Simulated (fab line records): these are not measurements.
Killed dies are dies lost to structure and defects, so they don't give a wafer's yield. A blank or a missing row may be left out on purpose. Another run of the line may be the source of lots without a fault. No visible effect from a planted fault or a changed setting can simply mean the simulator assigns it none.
Comparing a struck lot with a sound one / flow rit_cmos / 28 out of 202 route steps
Sound: wafers L301.1, L301.3, L301.5. Struck: wafers L317.3, L317.4, L317.6. The cause is given at the end.
Per side, at each step with rows, come the tool, then ch with its chambers, and then its first start. Under that, the readings that differ: sound wafers / struck wafers / difference of the means / sigmas: that difference in standard deviations of wafers without a fault.
alike: readings with means less than 2 such deviations apart, plus words and numbers identical on both sides. not compared: withheld readings, readings lacking a value on some wafer, bounds such as >300 that could conceal the same value, and numbers that have no deviation in the record and whose values overlap.
A row with sigmas, a row that says differs or no value, or rows on one side alone: a step with any of these is where the two part. Non-overlapping numbers with no deviation appear without sigmas and do not part them. A reading that every wafer of one side lacks parts them only if that side has two wafers or more.

RIT_ACTIVE_BOW_MEAS_00:
  sound: film_metro-04 at day 1 10:00; struck: film_metro-01 at day 4 18:02
  alike: INCOMING_BOW
RIT_ACTIVE_OXIDATION_01: target thk 46.8 nm, ox time 3360 s.
  sound on furnace-03 ch 0, day 1 10:32; struck on furnace-04 ch 0, day 4 18:22
reading=spike_tc_centre_C (C); sound=1001.3 998.7 999.9; struck=991.3 988.9 990.8; difference=-9.6; sigmas=-6
reading=spike_tc_load_C (C); sound=1038 1038 1036; struck=1013 1015 1014; difference=-23; sigmas=-4
reading=spike_tc_source_C (C); sound=1022.7 1023.2 1022.6; struck=1012.0 1012.1 1010.4; difference=-11.3; sigmas=-9
reading=tube_center_temp_C (C); sound=999.87 999.97 999.92; struck=987.99 988.15 988.06; difference=-11.85; sigmas=-99 or more
reading=tube_center_temp_C_max; sound=1002.5 1002.5 1002.9; struck=990.7 990.3 990.0; difference=-12.3; sigmas=-29
reading=zone_power_source_pct (%); sound=37.9 37.4 37.6; struck=31.7 31.1 31.2; difference=-6.3; sigmas=-3
reading=model.SiO2_of_ACTIVE_OXIDATION_01.thk_nm (nm); sound=46.21 45.92 46.23; struck=41.5 41.4 41.17; difference=-4.8; sigmas=
RIT_ACTIVE_THK_MEAS_02:
  sound: film_metro-04 at day 1 12:28; struck: film_metro-04 at day 4 20:19
reading=ACTIVE_OXIDE_THK (nm); sound=46.2 45.9 46.2; struck=41.5 41.4 41.2; difference=-4.7; sigmas=-6
then, 1 step without rows for these wafers: RIT_ACTIVE_CVD_03 (deposits Si3N4 from SiH2Cl2/NH3, target thk 150 nm, time 1500 s).
RIT_ACTIVE_THK_MEAS_04:
  sound: film_metro-04 at day 1 13:56; struck: film_metro-01 at day 4 21:47
  alike: ACTIVE_NITRIDE_THK
then, 6 steps without rows for these wafers: RIT_ACTIVE_HMDS_05 (prime time 60 s); RIT_ACTIVE_COAT_06 (resist thk 1000 nm); RIT_ACTIVE_SOFTBAKE_07 (time 60 s); RIT_ACTIVE_EXPOSE_08 (exposes mask M1, target cd 1400 nm); RIT_ACTIVE_PEB_09; RIT_ACTIVE_DEVELOP_10 (develop time 50 s).
RIT_ACTIVE_CD_MEAS_11: the cd target is 1400 nm.
  sound: cd_sem-01 at day 1 14:58; struck: cd_sem-02 at day 4 22:51
  alike: cd_nm
then, 1 step without rows for these wafers: RIT_ACTIVE_HARDBAKE_12 (time 60 s).
RIT_ACTIVE_ETCH_13: etches Si3N4 in SF6, stops on SiO2, time 210 s, target depth 210 nm.
  sound on rie_diel-01 ch 0,1, day 1 15:14; struck on rie_diel-04 ch 0,2,3, day 4 23:19
  alike: drypump_motor_current_A, oes_product_au, throttle_valve_pct
  not compared: rf_hours_counter_h
RIT_ACTIVE_STRIP_14: strips in O2, time 180 s.
  sound on plasma_asher-03 ch 1, day 1 15:23; struck on plasma_asher-04 ch 0,1, day 4 23:31
  alike: drypump_motor_current_A
  not compared: rf_hours_counter_h
RIT_ACTIVE_CD_MEAS_90: the cd target is 1400 nm.
  sound: cd_sem-01 at day 1 15:33; struck: cd_sem-02 at day 4 23:40
  alike: cd_nm
then, 4 steps without rows for these wafers: RIT_ACTIVE_CLEAN_15 (cleans in SC1, time 600 s); RIT_ACTIVE_CLEAN_16 (cleans in dHF, time 30 s); RIT_ACTIVE_CLEAN_17 (cleans in SC2, time 600 s); RIT_FOX1_OXIDATION_00 (target thk 350.7 nm, ox time 1130 s).
RIT_FOX1_THK_MEAS_01:
  sound: film_metro-02 at day 1 18:52; struck: film_metro-03 at day 5 01:38
  alike: FOX1_OXIDE_THK
then, 2 steps without rows for these wafers: RIT_FOX1_WET_ETCH_02 (etches SiO2 in BOE, target depth 350 nm, time 390 s); RIT_FOX2_OXIDATION_00 (target thk 350.7 nm, ox time 1130 s).
RIT_FOX2_THK_MEAS_01:
  sound: film_metro-04 at day 1 21:22; struck: film_metro-03 at day 5 04:02
  alike: FOX2_OXIDE_THK
then, 1 step without rows for these wafers: RIT_FOX2_CLEAN_02 (cleans in dHF, time 180 s).
RIT_FOX2_WET_ETCH_03: etches Si3N4 in H3PO4, target depth 195 nm, time 2700 s.
  sound on wet_bench-03 ch 3, day 1 21:29; struck on wet_bench-02 ch 0, day 5 04:07
reading=model.SiO2_of_ACTIVE_OXIDATION_01.thk_nm (nm); sound=40.96 41 41.25; struck=36.87 34.36 34.31; difference=-5.89; sigmas=
RIT_FOX2_THK_MEAS_90:
  sound: film_metro-03 at day 1 22:15; struck: film_metro-04 at day 5 04:54
  alike: FIELD_OXIDE_LEFT_1_THK
RIT_M1_PROBE_99:
  sound: prober-02 at day 3 14:25; struck: prober-02 at day 7 04:19
reading=model.etest.pldd.width_nm (nm); sound=3173 3177 3174; struck=3222 3226 3220; difference=+48; sigmas=
reading=model.etest.nldd.width_nm (nm); sound=3181 3173 3176; struck=3220 3223 3215; difference=+43; sigmas=
reading=model.etest.pplus_sal.width_nm (nm); sound=3442 3442 3418; struck=3455 3481 3473; difference=+36; sigmas=
reading=model.etest.nmos_narrow.drive_ua_um; sound=221.4 225.3 221.6; struck=245.5 247.2 241.1; difference=+21.8; sigmas=
reading=model.etest.pmos_narrow.drive_ua_um; sound=103.6 102.8 100.6; struck=107.1 108.1 105; difference=+4.4; sigmas=
  alike: killed_at_contacts, killed_at_front_end, killed_dies, killed_open, killed_short
  not compared: model.etest.nplus_sal.width_nm

WHERE THEY PART
At RIT_ACTIVE_OXIDATION_01 first; at RIT_ACTIVE_THK_MEAS_02 last (within this record only). Later steps at which nothing parts them and some readings are alike: RIT_ACTIVE_THK_MEAS_04, RIT_ACTIVE_CD_MEAS_11, RIT_ACTIVE_ETCH_13, RIT_ACTIVE_STRIP_14, RIT_ACTIVE_CD_MEAS_90, RIT_FOX1_THK_MEAS_01, RIT_FOX2_THK_MEAS_01, RIT_FOX2_THK_MEAS_90, RIT_M1_PROBE_99.

WHY: what the simulator had put in
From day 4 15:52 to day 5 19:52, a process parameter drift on furnace-04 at RIT_ACTIVE_OXIDATION_01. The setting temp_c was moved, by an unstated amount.
